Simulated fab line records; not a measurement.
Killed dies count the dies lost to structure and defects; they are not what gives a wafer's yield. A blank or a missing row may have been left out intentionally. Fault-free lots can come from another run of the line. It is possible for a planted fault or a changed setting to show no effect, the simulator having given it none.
fab line records	flow rit-cmos
record lots=5	wafers=15	last-day=7
route steps=202 shown CONTACT@172 M1@184
lots that met no fault: taken from a fault-free run of the same line
start-h: start of the lot's first displayed wafer, in hours after the record's first day	wait-h: hours since the lot's step before	" the same as in the row above	L1.1+2: several wafers, shown together as one row	- no value, or no start was given	* or withheld: withheld	< > ~ a bound
route shown NAME@n: names a module that has steps shown in the file, with the first one's number in the route	usual: mean/standard deviation of fault-free wafers	same: alike in all rows	chamber/n: place in a boat	sites: readings site by site	_std_site: the standard deviation of these	_edge_site: inner sites' mean taken away from outer sites' mean	radius-mm: for every site, how far away it sits from the centre of the wafer	mask NAME#n: copy n	behind: the last tool/chamber to shape the wafer	hold: reason for holding the lot/hours on hold/outcome of the hold	device: transistor that didn't switch, given as n, p or np	end of line: the route-end tests of the same wafers	a step given without rows: its recipe and nothing more	killed: not the wafer's yield, but the dies lost to structure and defects at the first sort	map: shows each die of a wafer: x if killed, . if not, _ if none is there
set.NAME: the setting as run; set.NAME@STEP: as run at that earlier step	model.NAME: the simulator's own value behind a step, which no gauge read
certain route steps with their lots: each step a table, each wafer a row
services: when a tool's chamber went out of use (start-h, in hours from the record's first day, below 0 if earlier), for how many hours, and the reason
## steps
# step RIT_CONTACT_SOFTBAKE_04
# recipe resist=NOVOLAK	temp-c=90	time-s=60
# step RIT_CONTACT_EXPOSE_05
# recipe mask-id=M11	na=0.6	source-shape=conventional	sigma-outer=0.5	target-cd-nm=1000	dose-mj=250
# step RIT_CONTACT_PEB_06
# recipe resist=NOVOLAK	temp-c=withheld	time-s=withheld
# step RIT_CONTACT_DEVELOP_07
# recipe resist=NOVOLAK	develop-time-s=120	dev-temp-c=23
# step RIT_CONTACT_CD_MEAS_08
# recipe target-cd-nm=1000
# usual cd-nm=1000.1/2.3
lot.wafer	tool	chamber	start-h	wait-h	cd-nm
L610.3	cd-sem-01	-	62.42	-	1000.0
L610.5	"	-	"	"	1000.5
L610.6	"	-	"	"	999.5
L611.3	cd-sem-01	-	66.80	-	1001.8
L611.4	"	-	"	"	999.5
L611.6	"	-	"	"	1002.7
L618.2	cd-sem-02	-	101.33	-	1000.7
L618.4	"	-	"	"	998.5
L618.6	"	-	"	"	1000.1
L629.4	cd-sem-01	-	156.54	-	998.0
L629.5	"	-	"	"	999.0
L629.6	"	-	"	"	998.1
L632.1	cd-sem-01	-	171.99	-	1003.3
L632.3	"	-	"	"	1004.3
L632.5	"	-	"	"	1002.1
# step RIT_CONTACT_OVL_MEAS_09
# usual CONTACT_OVL=0.7/1.3
lot.wafer	tool	chamber	start-h	wait-h	CONTACT_OVL[nm]
L610.3	overlay-02	-	62.52	0.1	2.1
L610.5	"	-	"	"	0.7
L610.6	"	-	"	"	0.5
L611.3	overlay-02	-	66.89	0.1	1.2
L611.4	"	-	"	"	0.4
L611.6	"	-	"	"	1.7
L618.2	overlay-01	-	101.43	0.1	1.7
L618.4	"	-	"	"	1.4
L618.6	"	-	"	"	3.1
L629.4	overlay-01	-	156.62	0.1	-2.0
L629.5	"	-	"	"	-1.2
L629.6	"	-	"	"	0.3
L632.1	overlay-02	-	172.11	0.1	-0.4
L632.3	"	-	"	"	0.8
L632.5	"	-	"	"	-0.4
# step RIT_CONTACT_HARDBAKE_10
# recipe resist=NOVOLAK	temp-c=140	time-s=60
# step RIT_CONTACT_ETCH_11
# recipe target-depth-a=4800	over-etch-frac=0.2	stop-on=TiSi2	chemistry=CHF3/CF4/Ar	target=SiO2	CHF3_flow_sccm=50	cf4-flow-sccm=10	Ar_flow_sccm=100	O2_flow_sccm=5	pressure-mtorr=100	rf-w=200	time-s=315.2
# usual drypump-motor-current-A=5.8/0.38	oes-product-au=0.991/0.014	throttle-valve-pct=8.88/0.15
lot.wafer	tool	chamber	start-h	wait-h	drypump-motor-current-A	oes-product-au	rf-hours-counter-h	throttle-valve-pct
L610.3	rie-diel-03	2	62.69	0.1	6.1	1.003	7	9.03
L610.5	"	2	"	"	6.0	1.004	-	9.04
L610.6	"	3	"	"	5.9	0.994	-	8.70
L611.3	rie-diel-04	2	67.19	0.1	5.6	0.977	106	8.85
L611.4	"	3	"	"	6.6	0.995	91	9.20
L611.6	"	0	"	"	5.3	0.980	-	8.94
L618.2	rie-diel-04	0	101.61	0.1	5.3	0.981	1	8.96
L618.4	"	1	"	"	5.8	1.016	9	8.87
L618.6	"	3	"	"	6.6	0.996	-	9.21
L629.4	rie-diel-01	2	156.78	0.1	5.6	0.993	125	8.77
L629.5	"	3	"	"	5.8	0.964	-	8.75
L629.6	"	2	"	"	5.6	1.001	-	8.75
L632.1	rie-diel-03	1	172.30	0.1	5.8	0.993	43	8.87
L632.3	"	3	"	"	5.9	0.993	10	8.70
L632.5	"	3	"	"	5.9	0.998	-	8.70
# step RIT_CONTACT_STRIP_12
# recipe chemistry=O2	time-s=180	resist=NOVOLAK	platen-temp-c=withheld	power-w=500	pressure-mtorr=4000	o2-flow-sccm=4000
# usual drypump-motor-current-A=5.7/0.4
lot.wafer	tool	chamber	start-h	wait-h	drypump-motor-current-A	rf-hours-counter-h
L610.3	plasma-asher-04	0	62.94	0.2	6.0	-
L610.5	"	1	"	"	5.3	-
L610.6	"	0	"	"	6.0	-
L611.3	plasma-asher-04	1	67.44	0.2	5.3	-
L611.4	"	0	"	"	6.0	-
L611.6	"	1	"	"	5.3	-
L618.2	plasma-asher-01	1	101.81	0.1	5.1	46
L618.4	"	0	"	"	5.7	-
L618.6	"	0	"	"	5.7	-
L629.4	plasma-asher-03	1	157.04	0.2	6.3	-
L629.5	"	0	"	"	5.8	-
L629.6	"	1	"	"	6.3	-
L632.1	plasma-asher-04	1	172.49	0.1	5.3	5
L632.3	"	0	"	"	6.0	-
L632.5	"	1	"	"	5.3	-
# step RIT_CONTACT_CD_MEAS_90
# recipe target-cd-nm=1000
# usual cd-nm=1000.1/2.3
lot.wafer	tool	chamber	start-h	wait-h	cd-nm
L610.3	cd-sem-02	-	63.10	0.1	999.7
L610.5	"	-	"	"	1000.6
L610.6	"	-	"	"	999.7
L611.3	cd-sem-01	-	67.60	0.1	1001.7
L611.4	"	-	"	"	999.0
L611.6	"	-	"	"	1002.5
L618.2	cd-sem-01	-	102.00	0.1	1000.7
L618.4	"	-	"	"	998.2
L618.6	"	-	"	"	1000.2
L629.4	cd-sem-02	-	157.21	0.1	998.0
L629.5	"	-	"	"	999.1
L629.6	"	-	"	"	998.5
L632.1	cd-sem-02	-	172.67	0.1	1003.3
L632.3	"	-	"	"	1004.3
L632.5	"	-	"	"	1002.1
# step RIT_CONTACT_CLEAN_13
# recipe chemistry=SC1	mix=3:3:50	time-s=600	temp-c=75
# step RIT_CONTACT_CLEAN_14
# recipe chemistry=SC2	mix=3:3:50	time-s=600	temp-c=75	dry=n2-spin
# step RIT_M1_SPUTTER_00
# recipe material=Al	target-thk-nm=400	power-w=2000	chamber-pressure-pa=0.4	gas=Ar	time-s=500	substrate-temp-c=25
# usual substrate-temp-c=25.00/0.1	throttle-valve-pct=30.4/1.2
lot.wafer	tool	chamber	start-h	wait-h	substrate-temp-c	throttle-valve-pct	model.Al_of_M1_SPUTTER_00.thk-nm
L610.3	pvd-sputter-01	-	63.55	0.0	24.92	29.5	395.5
L610.5	"	-	"	"	25.02	30.6	397.6
L610.6	"	-	"	"	25.14	29.4	395.5
L611.3	pvd-sputter-04	-	68.06	0.0	24.94	29.0	403.1
L611.4	"	-	"	"	24.96	30.0	402.7
L611.6	"	-	"	"	24.95	30.9	405.7
L618.2	pvd-sputter-01	-	102.63	0.0	24.74	29.4	364.4
L618.4	"	-	"	"	25.10	31.8	405
L618.6	"	-	"	"	24.88	29.2	406.6
L629.4	pvd-sputter-04	-	157.62	0.0	24.95	29.0	398.9
L629.5	"	-	"	"	25.16	32.2	398.4
L629.6	"	-	"	"	25.07	31.1	401.1
L632.1	pvd-sputter-04	-	173.14	0.0	25.08	28.8	400.8
L632.3	"	-	"	"	24.96	31.9	399.3
L632.5	"	-	"	"	24.93	28.8	399.6
# step RIT_M1_RS_MEAS_01
# recipe thk-meas-gauge=four-point-probe	reads=Al_of_M1_SPUTTER_00
# usual M1_AL_RS=0.0732/0.00065
lot.wafer	tool	chamber	start-h	wait-h	M1_AL_RS[ohm/sq]
L610.3	film-metro-03	-	63.88	0.2	0.0743
L610.5	"	-	"	"	0.0737
L610.6	"	-	"	"	0.0744
L611.3	film-metro-03	-	68.39	0.2	0.0728
L611.4	"	-	"	"	0.0728
L611.6	"	-	"	"	0.0722
L618.2	film-metro-02	-	102.94	0.2	0.0808
L618.4	"	-	"	"	0.0723
L618.6	"	-	"	"	0.0722
L629.4	film-metro-02	-	157.98	0.2	0.0737
L629.5	"	-	"	"	0.0737
L629.6	"	-	"	"	0.0733
L632.1	film-metro-03	-	173.43	0.1	0.0733
L632.3	"	-	"	"	0.0736
L632.5	"	-	"	"	0.0733
# step RIT_M1_THK_MEAS_02
# recipe thk-meas-gauge=xrf	reads=Al_of_M1_SPUTTER_00
# usual M1_AL_THK=401/4
lot.wafer	tool	chamber	start-h	wait-h	M1_AL_THK[nm]
L610.3	film-metro-03	-	63.98	0.1	397
L610.5	"	-	"	"	397
L610.6	"	-	"	"	395
L611.3	film-metro-03	-	68.49	0.1	402
L611.4	"	-	"	"	403
L611.6	"	-	"	"	407
L618.2	film-metro-02	-	103.05	0.1	365
L618.4	"	-	"	"	408
L618.6	"	-	"	"	412
L629.4	film-metro-02	-	158.07	0.1	399
L629.5	"	-	"	"	401
L629.6	"	-	"	"	404
L632.1	film-metro-03	-	173.55	0.1	396
L632.3	"	-	"	"	396
L632.5	"	-	"	"	397
# step RIT_M1_HMDS_03
# recipe prime-time-s=60	prime-temp-c=140
# step RIT_M1_PROBE_99
# usual defect-limited-yield=97.4/1.1	killed-at-front-end=6.7/2.9	killed-dies=6.7/2.9	killed-open=3.4/1.8	killed-short=3.3/2.2	sort_bin_3_pad_short=0.1/0.24	sort_bin_5_function=1.5/0.78	sort_bin_6_memory=0.9/0.63	sort-n-pass=257.3/2.9	sort-yield-pct=97.4/1.1
# same gross-dies=264	killed_at_M0_to_M3=0	killed_at_M4_up=0	killed-at-back-side=0	killed-at-contacts=0	killed-at-other=0
lot.wafer	tool	chamber	start-h	wait-h	defect-limited-yield[%]	killed-at-front-end	killed-dies	killed-open	killed-short	sort_bin_3_pad_short[%]	sort_bin_5_function[%]	sort_bin_6_memory[%]	sort-n-pass	sort-yield-pct[%]	model.etest.m1.rs-ohm-sq
L610.3	prober-01	-	67.85	0.2	98.9	3	3	2	1	0.4	0.4	0.4	261.0	98.9	0.07299
L610.5	prober-01	-	67.95	0.2	96.6	9	9	6	3	0	2.7	0.8	255.0	96.6	0.07303
L610.6	prober-01	-	68.00	0.2	97.3	7	7	4	3	0.4	1.5	0.8	257.0	97.3	0.0735
L611.3	prober-02	-	72.30	0.2	98.1	5	5	3	2	0.4	0.8	0.8	259.0	98.1	0.07186
L611.4	prober-02	-	72.35	0.2	98.1	5	5	2	3	0	1.1	0.8	259.0	98.1	0.0721
L611.6	prober-02	-	72.45	0.2	97.3	7	7	2	5	0	2.3	0.4	257.0	97.3	0.07112
L618.2	prober-02	-	107.01	0.1	98.1	5	5	3	2	0	1.1	0.8	259.0	98.1	0.07967
L618.4	prober-02	-	107.11	0.2	97.7	6	6	2	4	0	1.1	1.1	258.0	97.7	0.07192
L618.6	prober-02	-	107.21	0.2	97.3	7	7	5	2	0	2.7	0	257.0	97.3	0.07208
L629.4	prober-01	-	161.99	0.2	95.8	11	11	8	3	0	3.0	1.1	253.0	95.8	0.07314
L629.5	prober-01	-	162.04	0.2	98.1	5	5	2	3	0	0.8	1.1	259.0	98.1	0.07279
L629.6	prober-01	-	162.09	0.2	98.9	3	3	2	1	0	0.8	0.4	261.0	98.9	0.07252
L632.1	prober-02	-	177.17	0.1	98.5	4	4	2	2	0.4	1.1	0	260.0	98.5	0.07195
L632.3	prober-02	-	177.27	0.2	97.7	6	6	5	1	0.4	1.1	0.8	258.0	97.7	0.07306
L632.5	prober-02	-	177.37	0.2	97.7	6	6	2	4	0.4	1.9	0	258.0	97.7	0.07231
# killed by level:class
L610.3 FOX1:geometric-particle:open=1 FOX1:geometric-particle:short=1 GATE:geometric-particle:open=1
L610.5 GATE:geometric-particle:open=4 GATE:geometric-particle:short=2 FOX1:geometric-particle:open=1 REOX:geometric-particle:short=1 REOX:geometric-particle:open=1
L610.6 FOX1:geometric-particle:short=3 GATE:geometric-particle:open=2 FOX1:geometric-particle:open=1 SILICIDE:geometric-particle:open=1
L611.3 FOX1:geometric-particle:open=2 FOX1:geometric-particle:short=1 GATE:geometric-particle:short=1 GATE:geometric-particle:open=1
L611.4 SILICIDE:geometric-particle:short=2 REOX:geometric-particle:open=1 REOX:geometric-particle:short=1 SILICIDE:geometric-particle:open=1
L611.6 FOX1:geometric-particle:short=3 ACTIVE:geometric-particle:short=1 FOX1:geometric-particle:open=1 FOX2:geometric-particle:open=1 GATE:geometric-particle:short=1
L618.2 GATE:geometric-particle:open=2 FOX1:geometric-particle:open=1 FOX2:geometric-particle:short=1 SPACER:geometric-particle:short=1
L618.4 GATE:geometric-particle:short=2 FOX1:geometric-particle:short=1 FOX2:geometric-particle:open=1 REOX:geometric-particle:short=1 SILICIDE:geometric-particle:open=1
L618.6 FOX1:geometric-particle:short=2 FOX1:geometric-particle:open=2 GATE:geometric-particle:open=1 REOX:geometric-particle:open=1 SILICIDE:geometric-particle:open=1
L629.4 GATE:geometric-particle:open=3 FOX1:geometric-particle:open=2 SPACER:geometric-particle:open=2 FOX1:geometric-particle:short=1 GATE:geometric-particle:short=1 REOX:geometric-particle:open=1 SPACER:geometric-particle:short=1
L629.5 FOX1:geometric-particle:short=2 GATE:geometric-particle:open=1 SPACER:geometric-particle:short=1 SILICIDE:geometric-particle:open=1
L629.6 SPACER:geometric-particle:short=1 SPACER:geometric-particle:open=1 SILICIDE:geometric-particle:open=1
L632.1 FOX1:geometric-particle:open=1 FOX2:geometric-particle:short=1 GATE:geometric-particle:short=1 SPACER:geometric-particle:open=1
L632.3 FOX1:geometric-particle:open=3 FOX2:geometric-particle:open=1 SPACER:geometric-particle:open=1 SPACER:geometric-particle:short=1
L632.5 GATE:geometric-particle:short=2 GATE:geometric-particle:open=1 REOX:geometric-particle:short=1 REOX:geometric-particle:open=1 SILICIDE:geometric-particle:short=1
## services
tool	chamber	start-h	hours	kind
rie-diel-03	0	54.50	1.9	repair
plasma-asher-03	-	63.47	2.8	pm
rie-diel-01	-	63.98	0.3	repair
rie-diel-03	-	68.33	1.2	repair
rie-diel-01	3	70.58	8.1	repair
rie-diel-01	1	91.33	-	clean
rie-diel-01	1	91.33	33.3	scheduled-down
rie-diel-01	1	91.33	33.3	vent-cycle
rie-diel-03	1	96.18	13.8	repair
plasma-asher-04	-	108.75	9.0	pm
plasma-asher-04	0	108.75	9.0	vent-cycle
plasma-asher-04	1	108.75	9.0	vent-cycle
plasma-asher-04	0	117.75	-	clean
plasma-asher-04	1	117.75	-	clean
rie-diel-01	3	119.73	3.9	repair
rie-diel-01	0	135.58	-	clean
rie-diel-01	0	135.58	19.6	scheduled-down
plasma-asher-03	-	139.37	6.4	repair
rie-diel-04	0	141.71	13.2	repair
rie-diel-01	1	144.43	3.3	repair
plasma-asher-01	-	145.12	2.8	pm
pvd-sputter-01	-	157.73	6.7	repair
rie-diel-01	-	162.48	2.8	pm
rie-diel-03	-	164.93	1.1	repair
## key
first-sign step=RIT_M1_RS_MEAS_01	reading=M1_AL_RS	direction=up	sigmas=12	usual=0.0732	struck=0.0808
effect step=RIT_M1_THK_MEAS_02	reading=M1_AL_THK	direction=down	sigmas=9	usual=401	struck=365
model-effect step=RIT_M1_SPUTTER_00	value=Al_of_M1_SPUTTER_00.thk-nm	without=404.4	struck=364.4
model-effect step=RIT_M1_PROBE_99	value=etest.m1.rs-ohm-sq	without=0.0718	struck=0.07967
met-at RIT_M1_SPUTTER_00
struck-wafers L618.2
onset-between 63.55 102.63
fault kind=process-parameter-drift	tool=pvd-sputter-01	chamber=-	onset-h=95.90	steps=RIT_M1_SPUTTER_00	channel=target-thk-nm	offset=-40	shape=step	end-h=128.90	stated=400	scope=struck-wafers-only
